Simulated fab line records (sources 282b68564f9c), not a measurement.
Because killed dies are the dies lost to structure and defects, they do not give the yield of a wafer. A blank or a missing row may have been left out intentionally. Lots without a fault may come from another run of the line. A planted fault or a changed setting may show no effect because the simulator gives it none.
Tool commonality check || flow ritCmos || 42 wafers sampled across 14 lots

== THE REASON FOR OPENING IT ==
At RIT_M1_RS_MEAS_01 the reading M1_AL_RS is flagged on 2 of 14 lots. Wafers without a fault read 0.0730 ohm/sq, standard deviation 0.00067.
Rule: a lot is flagged in two cases, either no wafer of it has a number, or all its wafers with numbers fall more than 4 standard deviations from that mean. All remaining lots are regarded as sound.

{"lot": "L714", "measured": "day 3 10:52", "on": "filmMetro-02", "M1_AL_RS (ohm/sq), wafer by wafer": "0.0717 0.0726 0.0727", "flag": ""}
{"lot": "L715", "measured": "day 3 16:32", "on": "filmMetro-01", "M1_AL_RS (ohm/sq), wafer by wafer": "0.0731 0.0731 0.0737", "flag": ""}
{"lot": "L717", "measured": "day 4 01:53", "on": "filmMetro-02", "M1_AL_RS (ohm/sq), wafer by wafer": "0.0732 0.0722 0.0716", "flag": ""}
{"lot": "L716", "measured": "day 4 02:23", "on": "filmMetro-02", "M1_AL_RS (ohm/sq), wafer by wafer": "0.0731 0.0728 0.0732", "flag": ""}
{"lot": "L718", "measured": "day 4 05:59", "on": "filmMetro-04", "M1_AL_RS (ohm/sq), wafer by wafer": "0.0724 0.0730 0.0732", "flag": ""}
{"lot": "L720", "measured": "day 4 14:29", "on": "filmMetro-01", "M1_AL_RS (ohm/sq), wafer by wafer": "0.0727 0.0735 0.0727", "flag": ""}
{"lot": "L719", "measured": "day 4 16:23", "on": "filmMetro-01", "M1_AL_RS (ohm/sq), wafer by wafer": "0.0746 0.0739 0.0751", "flag": ""}
{"lot": "L722", "measured": "day 4 23:00", "on": "filmMetro-04", "M1_AL_RS (ohm/sq), wafer by wafer": "0.0729 0.0730 0.0725", "flag": ""}
{"lot": "L728", "measured": "day 6 05:29", "on": "filmMetro-01", "M1_AL_RS (ohm/sq), wafer by wafer": "0.0602 0.0598 0.0602", "flag": "FLAGGED"}
{"lot": "L730", "measured": "day 6 14:18", "on": "filmMetro-02", "M1_AL_RS (ohm/sq), wafer by wafer": "0.0598 0.0598 0.0597", "flag": "FLAGGED"}
{"lot": "L733", "measured": "day 7 07:36", "on": "filmMetro-02", "M1_AL_RS (ohm/sq), wafer by wafer": "0.0737 0.0739 0.0735", "flag": ""}
{"lot": "L735", "measured": "day 7 15:59", "on": "filmMetro-01", "M1_AL_RS (ohm/sq), wafer by wafer": "0.0740 0.0734 0.0733", "flag": ""}
{"lot": "L736", "measured": "day 8 00:48", "on": "filmMetro-04", "M1_AL_RS (ohm/sq), wafer by wafer": "0.0717 0.0715 0.0715", "flag": ""}
{"lot": "L737", "measured": "day 8 02:16", "on": "filmMetro-01", "M1_AL_RS (ohm/sq), wafer by wafer": "0.0730 0.0735 0.0740", "flag": ""}
On average the flagged lots' numbers are 0.0599 ohm/sq, which is -0.0131 ohm/sq against the usual, or -20 standard deviations.

== EACH LOT AND THE TOOL IT RAN ON ==
The record holds 2 process steps before the reading, out of a route of 202 steps. In each cell: the tool, then ch and the chambers that the sampled wafers went through, then the start.
{"lot": "L714", "flag": "", "RIT_SILICIDE_RTA_04": "rtpAnneal-01 ch 0, day 3 08:01", "RIT_M1_SPUTTER_00": "pvdSputter-03, day 3 10:30"}
{"lot": "L715", "flag": "", "RIT_SILICIDE_RTA_04": "rtpAnneal-02 ch 0, day 3 13:37", "RIT_M1_SPUTTER_00": "pvdSputter-02, day 3 16:15"}
{"lot": "L717", "flag": "", "RIT_SILICIDE_RTA_04": "rtpAnneal-02 ch 0, day 3 23:05", "RIT_M1_SPUTTER_00": "pvdSputter-03, day 4 01:33"}
{"lot": "L716", "flag": "", "RIT_SILICIDE_RTA_04": "rtpAnneal-02 ch 0, day 3 23:40", "RIT_M1_SPUTTER_00": "pvdSputter-02, day 4 02:04"}
{"lot": "L718", "flag": "", "RIT_SILICIDE_RTA_04": "rtpAnneal-01 ch 0, day 4 03:04", "RIT_M1_SPUTTER_00": "pvdSputter-03, day 4 05:40"}
{"lot": "L720", "flag": "", "RIT_SILICIDE_RTA_04": "rtpAnneal-02 ch 0, day 4 11:37", "RIT_M1_SPUTTER_00": "pvdSputter-04, day 4 14:11"}
{"lot": "L719", "flag": "", "RIT_SILICIDE_RTA_04": "rtpAnneal-01 ch 0, day 4 13:23", "RIT_M1_SPUTTER_00": "pvdSputter-03, day 4 16:05"}
{"lot": "L722", "flag": "", "RIT_SILICIDE_RTA_04": "rtpAnneal-01 ch 0, day 4 19:59", "RIT_M1_SPUTTER_00": "pvdSputter-03, day 4 22:41"}
{"lot": "L728", "flag": "FLAGGED", "RIT_SILICIDE_RTA_04": "rtpAnneal-01 ch 0, day 6 02:27", "RIT_M1_SPUTTER_00": "pvdSputter-02, day 6 05:12"}
{"lot": "L730", "flag": "FLAGGED", "RIT_SILICIDE_RTA_04": "rtpAnneal-01 ch 0, day 6 11:16", "RIT_M1_SPUTTER_00": "pvdSputter-02, day 6 13:58"}
{"lot": "L733", "flag": "", "RIT_SILICIDE_RTA_04": "rtpAnneal-02 ch 0, day 7 04:47", "RIT_M1_SPUTTER_00": "pvdSputter-03, day 7 07:16"}
{"lot": "L735", "flag": "", "RIT_SILICIDE_RTA_04": "rtpAnneal-02 ch 0, day 7 13:04", "RIT_M1_SPUTTER_00": "pvdSputter-03, day 7 15:40"}
{"lot": "L736", "flag": "", "RIT_SILICIDE_RTA_04": "rtpAnneal-01 ch 0, day 7 22:02", "RIT_M1_SPUTTER_00": "pvdSputter-04, day 8 00:29"}
{"lot": "L737", "flag": "", "RIT_SILICIDE_RTA_04": "rtpAnneal-02 ch 0, day 7 23:12", "RIT_M1_SPUTTER_00": "pvdSputter-03, day 8 01:58"}
These steps, and what they do:
- RIT_SILICIDE_RTA_04: time 10 s, ramp up 5 s, ramp down 5 s.
- RIT_M1_SPUTTER_00: material Al, target thk 400 nm, time 500 s.
- RIT_M1_RS_MEAS_01: measures by four-point-probe.

== FLAGGED OVER TOTAL, TOOL BY TOOL (the gauges that took the reading come last) ==
{"step": "RIT_SILICIDE_RTA_04", "tool": "rtpAnneal-01", "lots run": 7, "flagged": 2, "share of the flagged lots": "all", "sound lots run after its first flagged lot": "1 (L736)"}
{"step": "RIT_SILICIDE_RTA_04", "tool": "rtpAnneal-02", "lots run": 7, "flagged": 0, "share of the flagged lots": "none", "sound lots run after its first flagged lot": "-"}
{"step": "RIT_M1_SPUTTER_00", "tool": "pvdSputter-02", "lots run": 4, "flagged": 2, "share of the flagged lots": "all", "sound lots run after its first flagged lot": 0}
{"step": "RIT_M1_SPUTTER_00", "tool": "pvdSputter-03", "lots run": 8, "flagged": 0, "share of the flagged lots": "none", "sound lots run after its first flagged lot": "-"}
{"step": "RIT_M1_SPUTTER_00", "tool": "pvdSputter-04", "lots run": 2, "flagged": 0, "share of the flagged lots": "none", "sound lots run after its first flagged lot": "-"}
{"step": "RIT_M1_RS_MEAS_01", "tool": "filmMetro-01", "lots run": 6, "flagged": 1, "share of the flagged lots": "some", "sound lots run after its first flagged lot": "2 (L735,L737)"}
{"step": "RIT_M1_RS_MEAS_01", "tool": "filmMetro-02", "lots run": 5, "flagged": 1, "share of the flagged lots": "some", "sound lots run after its first flagged lot": "1 (L733)"}
{"step": "RIT_M1_RS_MEAS_01", "tool": "filmMetro-04", "lots run": 3, "flagged": 0, "share of the flagged lots": "none", "sound lots run after its first flagged lot": "-"}

== WHAT THE TABLE ALLOWS ==
2 rows of the table ran every flagged lot: rtpAnneal-01 at RIT_SILICIDE_RTA_04, pvdSputter-02 at RIT_M1_SPUTTER_00.
- rtpAnneal-01 at RIT_SILICIDE_RTA_04 ran 7 lots, 2 of them flagged. Sound lots ran on it after the first flagged one (L736), which a lasting fault on the whole tool wouldn't allow.
- pvdSputter-02 at RIT_M1_SPUTTER_00 ran 4 lots, 2 of them flagged. It ran its last sound lot, L716, at day 4 02:04 and its first flagged lot, L728, at day 6 05:12: a fault with its onset between the two fits.
Just one tool remains: pvdSputter-02 at RIT_M1_SPUTTER_00.

== WHAT THE SIMULATOR HAD PUT IN ==
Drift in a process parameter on pvdSputter-02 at RIT_M1_SPUTTER_00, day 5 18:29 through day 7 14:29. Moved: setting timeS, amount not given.
Shown lots that were struck: L728, L730. The same result came from the rule above.
